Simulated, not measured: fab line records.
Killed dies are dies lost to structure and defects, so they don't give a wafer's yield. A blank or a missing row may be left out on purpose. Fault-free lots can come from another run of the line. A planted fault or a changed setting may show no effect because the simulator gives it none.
fab line records    flow berkeleyCmos170
record lots=14  wafers=42  lastDay=12
route steps=331 shown SPACER@171 M2@288 V2@293
lots untouched by any fault: they come from a run of this same line in which no faults occurred
startH: the number of hours between the record's first day and the start of the first shown wafer of the lot    waitH: how many hours have passed since the lot's step before this one    " identical to the entry in the row above    L1.1+2: one row covering several wafers at once    - no value, or no start was given    * or withheld: withheld    < > ~ a bound
route shown NAME@n: a module of which the file shows steps, and the number in the route of the first    usual: mean and standard deviation over wafers with no fault    same: alike in all rows    chamber/n: place in a boat    sites: each site's reading    _std_site: the standard deviation of these    _edge_site: mean of outer sites minus mean of inner sites    radiusMm: how far each site lies from the wafer's centre    mask NAME#n: copy n    behind: the most recent tool/chamber to have shaped the wafer    hold: why the lot went on hold/how many hours it stayed there/how the hold came to an end    device: the transistor (n, p or np) that didn't switch    end of line: tests run on the same wafers once the route is complete    step lacking rows: just its recipe    killed: dies that structure and defects cost at the first sort, which is not the same as the wafer's yield    map: shows each die of a wafer: x if killed, . if not, _ if none is there
set.NAME: the setting that was run; set.NAME@STEP: the one run at that earlier step    model.NAME: the simulator's own value behind a step, which no gauge read
route steps across a sampled set of lots; one table per step, one row per wafer
services: when a tool's chamber went out of use (startH, in hours from the record's first day, below 0 if earlier), for how many hours, and the reason
## steps
# step UCB170_SPACER_CVD_00
# recipe material=SiO2  targetThkNm=376  tempC=390  precursor=TEOS/O2  timeS=47  rfW=550  pressureMtorr=9000
# usual heaterPowerW=274/51
lot.wafer  tool      chamber  startH  waitH  heaterPowerW
L708.1     pecvd-01  1        161.22  0.0    231
L708.2     "         0        "       "      251
L708.6     "         0        "       "      264
L709.2     pecvd-03  0        161.22  0.0    267
L709.4     "         1        "       "      284
L709.5     "         2        "       "      274
L710.3     pecvd-01  1        168.27  0.0    284
L710.4     "         2        "       "      203
L710.5     "         1        "       "      202
L715.1     pecvd-01  1        180.39  0.0    250
L715.2     "         0        "       "      234
L715.3     "         0        "       "      247
L716.1     pecvd-01  2        205.59  0.0    229
L716.2     "         0        "       "      272
L716.4     "         2        "       "      230
L720.1     pecvd-02  2        217.21  0.0    242
L720.4     "         0        "       "      381
L720.5     "         2        "       "      258
L721.1     pecvd-03  2        217.78  0.0    237
L721.3     "         0        "       "      272
L721.6     "         1        "       "      315
L727.2     pecvd-02  0        231.36  0.0    382
L727.3     "         1        "       "      324
L727.4     "         0        "       "      399
L728.2     pecvd-03  2        232.29  0.0    232
L728.5     "         1        "       "      332
L728.6     "         2        "       "      245
L725.1     pecvd-03  2        245.42  0.0    235
L725.2     "         1        "       "      257
L725.5     "         2        "       "      252
L724.1     pecvd-02  2        245.70  0.0    290
L724.2     "         1        "       "      304
L724.3     "         0        "       "      347
L729.1     pecvd-02  1        253.20  0.0    321
L729.4     "         1        "       "      226
L729.5     "         2        "       "      328
L730.2     pecvd-03  2        253.38  0.0    269
L730.4     "         2        "       "      265
L730.5     "         1        "       "      352
L731.2     pecvd-01  2        261.51  0.0    205
L731.3     "         0        "       "      265
L731.5     "         0        "       "      281
# step UCB170_SPACER_THK_MEAS_01
# recipe reads=SiO2_of_SPACER_CVD_00
# usual SPACER_TEOS_THK=377/5.5
lot.wafer  tool          chamber  startH  waitH  SPACER_TEOS_THK[nm]
L708.1     filmMetro-02  -        161.26  0.0    376
L708.2     "             -        "       "      369
L708.6     "             -        "       "      374
L709.2     filmMetro-04  -        161.27  0.0    381
L709.4     "             -        "       "      384
L709.5     "             -        "       "      384
L710.3     filmMetro-04  -        168.33  0.0    379
L710.4     "             -        "       "      384
L710.5     "             -        "       "      383
L715.1     filmMetro-04  -        180.45  0.0    376
L715.2     "             -        "       "      321
L715.3     "             -        "       "      325
L716.1     filmMetro-04  -        205.64  0.0    374
L716.2     "             -        "       "      315
L716.4     "             -        "       "      381
L720.1     filmMetro-03  -        217.25  0.0    371
L720.4     "             -        "       "      382
L720.5     "             -        "       "      379
L721.1     filmMetro-03  -        217.82  0.0    380
L721.3     "             -        "       "      370
L721.6     "             -        "       "      384
L727.2     filmMetro-03  -        231.42  0.0    375
L727.3     "             -        "       "      369
L727.4     "             -        "       "      378
L728.2     filmMetro-04  -        232.35  0.0    380
L728.5     "             -        "       "      381
L728.6     "             -        "       "      380
L725.1     filmMetro-03  -        245.46  0.0    383
L725.2     "             -        "       "      381
L725.5     "             -        "       "      388
L724.1     filmMetro-04  -        245.74  0.0    367
L724.2     "             -        "       "      368
L724.3     "             -        "       "      370
L729.1     filmMetro-04  -        253.24  0.0    373
L729.4     "             -        "       "      381
L729.5     "             -        "       "      380
L730.2     filmMetro-03  -        253.43  0.0    377
L730.4     "             -        "       "      386
L730.5     "             -        "       "      391
L731.2     filmMetro-02  -        261.57  0.0    381
L731.3     "             -        "       "      373
L731.5     "             -        "       "      380
# step UCB170_SPACER_ETCHBACK_03
# recipe stopOn=Si  target=SiO2  chemistry=CHF3/CF4/Ar  CHF3_flow_sccm=50  cf4FlowSccm=10  Ar_flow_sccm=120  pressureMtorr=200  rfW=500  targetDepthA=3760  timeS=100
# usual drypumpMotorCurrentA=5.7/0.51  oesProductAu=0.903/0.013  throttleValvePct=6.49/0.14
lot.wafer  tool        chamber  startH  waitH  drypumpMotorCurrentA  oesProductAu  rfHoursCounterH  throttleValvePct
L709.2     rieDiel-04  0        168.12  0.0    5.7                   0.915         6                6.68
L709.4     "           3        "       "      5.7                   0.913         44               6.57
L709.5     "           0        "       "      5.7                   0.920         -                6.68
L708.1     rieDiel-01  1        168.19  0.1    6.3                   0.892         16               6.39
L708.2     "           2        "       "      5.1                   0.903         28               6.61
L708.6     "           3        "       "      5.9                   0.901         -                6.57
L710.3     rieDiel-01  2        173.15  0.0    5.1                   0.903         29               6.64
L710.4     "           1        "       "      6.4                   0.902         16               6.40
L710.5     "           1        "       "      6.4                   0.904         -                6.38
L715.1     rieDiel-04  1        186.02  0.0    6.3                   0.898         5                6.62
L715.2     "           2        "       "      5.2                   0.785         42               6.21
L715.3     "           3        "       "      5.7                   0.810         45               6.56
L716.1     rieDiel-01  1        210.23  0.0    6.3                   0.891         18               6.40
L716.2     "           3        "       "      5.9                   0.796         104              6.55
L716.4     "           2        "       "      5.0                   0.917         31               6.63
L720.1     rieDiel-02  2        218.85  0.0    6.4                   0.894         132              6.32
L720.4     "           0        "       "      5.3                   0.919         20               6.34
L720.5     "           2        "       "      6.4                   0.903         -                6.31
L721.1     rieDiel-01  2        224.45  0.0    5.1                   0.916         32               6.63
L721.3     "           1        "       "      6.4                   0.877         19               6.39
L721.6     "           3        "       "      5.9                   0.911         -                6.59
L727.2     rieDiel-04  2        237.56  0.0    5.2                   0.873         44               6.22
L727.3     "           0        "       "      5.7                   0.888         9                6.67
L727.4     "           1        "       "      6.3                   0.906         7                6.62
L728.2     rieDiel-01  3        237.56  0.0    6.0                   0.910         105              6.57
L728.5     "           2        "       "      5.0                   0.915         -                6.64
L728.6     "           1        "       "      6.3                   0.903         -                6.41
L724.1     rieDiel-04  1        251.22  0.0    6.3                   0.881         8                6.62
L724.2     "           2        "       "      5.2                   0.869         45               6.22
L724.3     "           3        "       "      5.7                   0.883         48               6.57
L725.1     rieDiel-02  2        251.22  0.0    6.4                   0.912         134              6.30
L725.2     "           3        "       "      5.9                   0.912         116              6.45
L725.5     "           2        "       "      6.4                   0.922         -                6.28
L729.1     rieDiel-02  1        258.47  0.0    5.1                   0.894         61               6.53
L729.4     "           0        "       "      5.3                   0.921         22               6.32
L729.5     "           1        "       "      5.1                   0.909         -                6.53
L730.2     rieDiel-01  1        258.47  0.0    6.4                   0.890         21               6.39
L730.4     "           0        "       "      5.0                   0.925         61               6.44
L730.5     "           1        "       "      6.4                   0.919         -                6.39
L731.2     rieDiel-01  3        266.42  0.0    5.9                   0.910         106              6.57
L731.3     "           0        "       "      5.0                   0.892         62               6.46
L731.5     "           0        "       "      5.0                   0.908         -                6.45
# step UCB170_M2_ETCH_17
# recipe chemistry=N2/H2  targetDepthA=withheld  overetchA=withheld  target=BARC  timeS=withheld  sourceW=500  biasW=100  pressureMtorr=30  n2FlowSccm=100  h2FlowSccm=200
# usual drypumpMotorCurrentA=5.6/0.49  n2FlowSccm=100.02/0.28  oesProductAu=1.005/0.025  throttleValvePct=13.32/0.23
lot.wafer  tool        chamber  startH  waitH  drypumpMotorCurrentA  n2FlowSccm  oesProductAu  throttleValvePct
L709.2     rieDiel-04  3        194.05  0.0    5.7                   99.99       0.972         13.47
L709.4     "           0        "       "      5.7                   99.95       1.005         13.57
L709.5     "           0        "       "      5.7                   100.03      1.006         13.59
L708.1     rieDiel-01  1        195.50  0.0    6.4                   100.15      1.030         13.33
L708.2     "           2        "       "      5.1                   99.82       1.036         13.55
L708.6     "           3        "       "      5.9                   99.39       0.973         13.44
L710.3     rieDiel-01  0        201.13  0.0    5.1                   99.87       1.024         13.12
L710.4     "           3        "       "      5.9                   99.97       0.979         13.41
L710.5     "           2        "       "      5.1                   100.36      1.047         13.57
L715.1     rieDiel-04  0        213.96  0.0    5.7                   100.50      0.996         13.58
L715.2     "           2        "       "      5.2                   100.13      0.939         12.93
L715.3     "           3        "       "      5.7                   100.17      0.977         13.47
L716.1     rieDiel-02  1        230.80  0.0    5.2                   99.92       1.001         13.55
L716.2     "           2        "       "      6.4                   100.25      1.008         13.09
L716.4     "           3        "       "      5.9                   99.97       0.996         13.18
L720.1     rieDiel-02  3        248.72  0.0    5.9                   99.92       1.009         13.19
L720.4     "           0        "       "      5.3                   99.83       1.022         12.99
L720.5     "           3        "       "      5.9                   99.99       1.002         13.18
L721.1     rieDiel-04  2        249.00  0.0    5.2                   99.60       0.963         12.91
L721.3     "           0        "       "      5.7                   99.94       1.005         13.59
L721.6     "           0        "       "      5.7                   100.02      1.010         13.58
L728.2     rieDiel-04  2        260.98  0.0    5.2                   100.05      0.949         12.92
L728.5     "           0        "       "      5.7                   99.70       1.008         13.59
L728.6     "           1        "       "      6.3                   100.27      1.005         13.59
L727.2     rieDiel-01  2        267.54  0.0    5.1                   100.24      1.044         13.57
L727.3     "           1        "       "      6.3                   99.88       1.032         13.33
L727.4     "           0        "       "      5.0                   100.03      1.028         13.10
L725.1     rieDiel-04  1        272.34  0.0    6.3                   100.37      0.999         13.58
L725.2     "           0        "       "      5.7                   100.13      1.006         13.58
L725.5     "           0        "       "      5.7                   99.85       1.004         13.57
L724.1     rieDiel-02  0        273.57  0.0    5.3                   100.12      1.026         12.98
L724.2     "           1        "       "      5.1                   99.90       1.007         13.56
L724.3     "           3        "       "      5.9                   99.76       1.001         13.20
L729.1     rieDiel-04  1        279.97  0.0    6.3                   99.79       0.998         13.59
L729.4     "           2        "       "      5.2                   100.18      0.949         12.92
L729.5     "           1        "       "      6.3                   99.78       0.991         13.59
L730.2     rieDiel-01  0        285.32  0.0    5.0                   100.02      1.028         13.12
L730.4     "           2        "       "      5.1                   100.13      1.049         13.56
L730.5     "           3        "       "      5.9                   100.34      0.979         13.43
L731.2     rieDiel-01  2        286.56  0.0    5.0                   100.22      1.043         13.57
L731.3     "           0        "       "      5.0                   99.60       1.023         13.11
L731.5     "           2        "       "      5.0                   100.52      1.043         13.56
# step UCB170_V2_THK_MEAS_01
# recipe reads=SiO2_of_V2_CVD_00
# usual V2_TEOS_THK=2000/25
lot.wafer  tool          chamber  startH  waitH  V2_TEOS_THK[nm]
L709.2     filmMetro-04  -        194.85  0.1    2002
L709.4     "             -        "       "      2008
L709.5     "             -        "       "      2051
L708.1     filmMetro-03  -        196.11  0.1    1939
L708.2     "             -        "       "      1950
L708.6     "             -        "       "      1964
L710.3     filmMetro-01  -        201.75  0.1    2029
L710.4     "             -        "       "      2031
L710.5     "             -        "       "      2034
L715.1     filmMetro-04  -        214.56  0.1    2006
L715.2     "             -        "       "      1973
L715.3     "             -        "       "      1970
L716.1     filmMetro-04  -        231.40  0.1    1967
L716.2     "             -        "       "      1978
L716.4     "             -        "       "      1994
L720.1     filmMetro-04  -        249.39  0.1    1960
L720.4     "             -        "       "      1988
L720.5     "             -        "       "      1998
L721.1     filmMetro-01  -        249.68  0.2    1984
L721.3     "             -        "       "      2022
L721.6     "             -        "       "      2028
L728.2     filmMetro-03  -        261.59  0.1    1990
L728.5     "             -        "       "      1992
L728.6     "             -        "       "      2021
L727.2     filmMetro-04  -        268.19  0.1    1976
L727.3     "             -        "       "      1957
L727.4     "             -        "       "      1994
L725.1     filmMetro-03  -        272.95  0.1    1975
L725.2     "             -        "       "      1996
L725.5     "             -        "       "      2004
L724.1     filmMetro-01  -        274.17  0.1    1970
L724.2     "             -        "       "      1982
L724.3     "             -        "       "      1972
L729.1     filmMetro-04  -        280.58  0.1    1944
L729.4     "             -        "       "      1985
L729.5     "             -        "       "      1962
L730.2     filmMetro-03  -        285.93  0.1    1995
L730.4     "             -        "       "      1999
L730.5     "             -        "       "      2030
L731.2     filmMetro-03  -        287.18  0.1    2021
L731.3     "             -        "       "      2010
L731.5     "             -        "       "      2026
# step UCB170_V2_CMP_02
# recipe material=SiO2  downForcePsi=6  platenRpm=60  padVelocityMS=0.75398
# usual motorCurrentA=17.2/1.8
lot.wafer  tool    chamber  startH  waitH  motorCurrentA
L709.2     cmp-02  3        194.95  0.1    16.0
L709.4     "       1        "       "      16.3
L709.5     "       3        "       "      16.9
L708.1     cmp-01  2        196.27  0.1    15.3
L708.2     "       3        "       "      17.6
L708.6     "       0        "       "      16.4
L710.3     cmp-02  0        201.79  0.0    18.8
L710.4     "       3        "       "      16.6
L710.5     "       0        "       "      17.5
L715.3     cmp-02  0        214.62  0.0    18.3
L715.1     "       1        "       "      16.0
L715.2     "       2        "       "      16.3
L716.2     cmp-01  1        231.46  0.0    20.4
L716.4     "       2        "       "      15.0
L716.1     "       3        "       "      18.0
L720.1     cmp-02  3        249.45  0.1    17.0
L720.4     "       0        "       "      18.3
L720.5     "       0        "       "      18.0
L721.1     cmp-01  0        249.74  0.1    15.7
L721.3     "       3        "       "      17.5
L721.6     "       0        "       "      16.2
L728.2     cmp-02  0        261.79  0.2    19.6
L728.6     "       1        "       "      16.9
L728.5     "       2        "       "      15.6
L727.2     cmp-02  3        268.29  0.1    15.4
L727.4     "       0        "       "      18.3
L727.3     "       1        "       "      15.1
L725.2     cmp-02  0        273.06  0.1    18.1
L725.1     "       2        "       "      16.5
L725.5     "       3        "       "      16.2
L724.2     cmp-01  0        274.28  0.1    15.8
L724.1     "       1        "       "      20.9
L724.3     "       2        "       "      14.8
L729.1     cmp-02  0        280.74  0.1    18.7
L729.4     "       1        "       "      15.7
L729.5     "       2        "       "      16.8
L730.4     cmp-01  1        286.08  0.1    21.9
L730.2     "       2        "       "      14.8
L730.5     "       3        "       "      18.5
L731.2     cmp-02  2        287.28  0.1    16.0
L731.3     "       0        "       "      18.9
L731.5     "       2        "       "      15.6
## services
tool        chamber  startH  hours  kind
rieDiel-04  1        139.85  12.0   repair
rieDiel-04  -        143.69  0.8    repair
rieDiel-02  2        151.81  9.0    repair
pecvd-03    1        172.50  2.2    repair
pecvd-01    2        176.97  17.8   repair
pecvd-03    -        184.02  1.2    repair
pecvd-01    0        193.66  3.5    repair
cmp-01      -        213.13  1.1    repair
rieDiel-01  3        213.76  7.8    repair
cmp-02      -        229.70  1.9    repair
cmp-02      -        231.58  0.8    repair
cmp-02      -        232.37  4.0    pm
cmp-02      -        236.37  -      consumableReplace:conditioner
cmp-02      -        236.37  -      consumableReplace:pad
pecvd-01    -        242.50  14.0   pm
pecvd-01    0        242.50  14.0   ventCycle
pecvd-01    1        242.50  14.0   ventCycle
pecvd-01    2        242.50  14.0   ventCycle
pecvd-01    0        256.50  -      clean
pecvd-01    1        256.50  -      clean
rieDiel-02  2        267.10  -      clean
rieDiel-02  2        267.10  23.6   scheduledDown
rieDiel-02  2        267.10  23.6   ventCycle
rieDiel-04  3        267.81  7.9    repair
## key
firstSign step=UCB170_SPACER_THK_MEAS_01  reading=SPACER_TEOS_THK  direction=down  sigmas=10  usual=377  struck=320
effect step=UCB170_SPACER_ETCHBACK_03  reading=oesProductAu  direction=down  sigmas=7.9  usual=0.903  struck=0.797
metAt UCB170_SPACER_CVD_00
struckLots L715,L716
struckWafers L715.2,L715.3,L716.2
testerLeftOut L715,L716
notActingAt UCB170_M2_ETCH_17,UCB170_V2_THK_MEAS_01,UCB170_V2_CMP_02
onsetBetween 161.22 180.39
fault kind=processParameterDrift  tool=pecvd-01  chamber=0  onsetH=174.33  steps=UCB170_SPACER_CVD_00  channel=targetThkNm  offset=-52.724  shape=step  endH=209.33  actsIn=theseRecipesOnly  stated=376
# testerLeftOut: of these lots the tester's yield and bins aren't shown, on N5 and GAA mostly nor the transistor test; their killed dies are dies lost to structure and defects alone, not to doping, threshold or leakage, so they don't give the yield
